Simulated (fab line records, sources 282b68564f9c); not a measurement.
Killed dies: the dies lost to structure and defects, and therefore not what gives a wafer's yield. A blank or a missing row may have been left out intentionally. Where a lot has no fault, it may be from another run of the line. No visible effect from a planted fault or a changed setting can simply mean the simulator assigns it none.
2 desks looking at one fault ; flow rit cmos ; every desk sees just its own numbers, and what lay behind them comes last

## FROM THE METROLOGY DESK
Means of the sampled wafers that have a number, per lot and without regard to the tool the lot ran on: this is what the gauges read. If a lot's mean is further than 4 standard deviations from the usual mean, the lot is out of limits and carries the mark OUT (the distance appears in the brackets).
Columns: A = PSD_RS at RIT_SDANNEAL_RS_MEAS_04, usual 115.8 ohm/sq; B = NLDD_RS at RIT_SDANNEAL_RS_MEAS_07, usual 151.5 ohm/sq; C = CONTACT_TEOS_THK at RIT_CONTACT_THK_MEAS_01, usual 417 nm
lot;first seen here;A;B;C
L621;day 3 07:11;116.2;151.6;416
L622;day 3 16:13;116.0;152.1;421
L624;day 4 00:37;115.9;151.9;415
L628;day 5 11:21;115.9;151.9;416
L630;day 5 23:53;115.9;151.7;415
L632;day 6 13:43;115.8;150.6;417
L635;day 6 20:13;116.1;151.4;419
L634;day 6 20:28;115.5;151.7;420
L639;day 7 16:36;115.5;152.0;420
L640;day 7 17:21;116.3;151.9;419
L642;day 8 02:02;115.8;151.3;422
L644;day 8 06:12;115.3;151.0;416
L643;day 8 07:15;115.7;151.1;415
Result from this desk: across the 13 lots, nothing is out of limits.

## THE TOOL OWNER'S DESK: rie diel-02
The tool's own readings at RIT_CONTACT_ETCH_11 (etches SiO2 in CHF3/CF4/Ar, stops on TiSi2, target depth 480 nm, time 320 s): means of the sampled wafers that have a number, for each lot that ran on this tool. If a lot's mean is further than 4 standard deviations from the usual mean, the lot is out of limits and carries the mark OUT (the distance appears in the brackets).
Columns: A = CHF3_flow_sccm at RIT_CONTACT_ETCH_11, usual 50.01 sccm; B = drypump motor current A at RIT_CONTACT_ETCH_11, usual 5.8 A; C = oes product au at RIT_CONTACT_ETCH_11, usual 1.001 a.u.; D = throttle valve pct at RIT_CONTACT_ETCH_11, usual 8.90 %
lot;first seen here;A;B;C;D
L622;day 3 18:39;49.98;5.7;1.006;8.94
L628;day 5 13:43;50.24;6.7;0.989;8.92
Result from this desk: across the 2 lots, nothing is out of limits.

## ALL TOGETHER
The metrology desk saw nothing out of limits.
The tool owner's desk saw nothing out of limits.

## WHAT THE SIMULATOR HAD INSERTED
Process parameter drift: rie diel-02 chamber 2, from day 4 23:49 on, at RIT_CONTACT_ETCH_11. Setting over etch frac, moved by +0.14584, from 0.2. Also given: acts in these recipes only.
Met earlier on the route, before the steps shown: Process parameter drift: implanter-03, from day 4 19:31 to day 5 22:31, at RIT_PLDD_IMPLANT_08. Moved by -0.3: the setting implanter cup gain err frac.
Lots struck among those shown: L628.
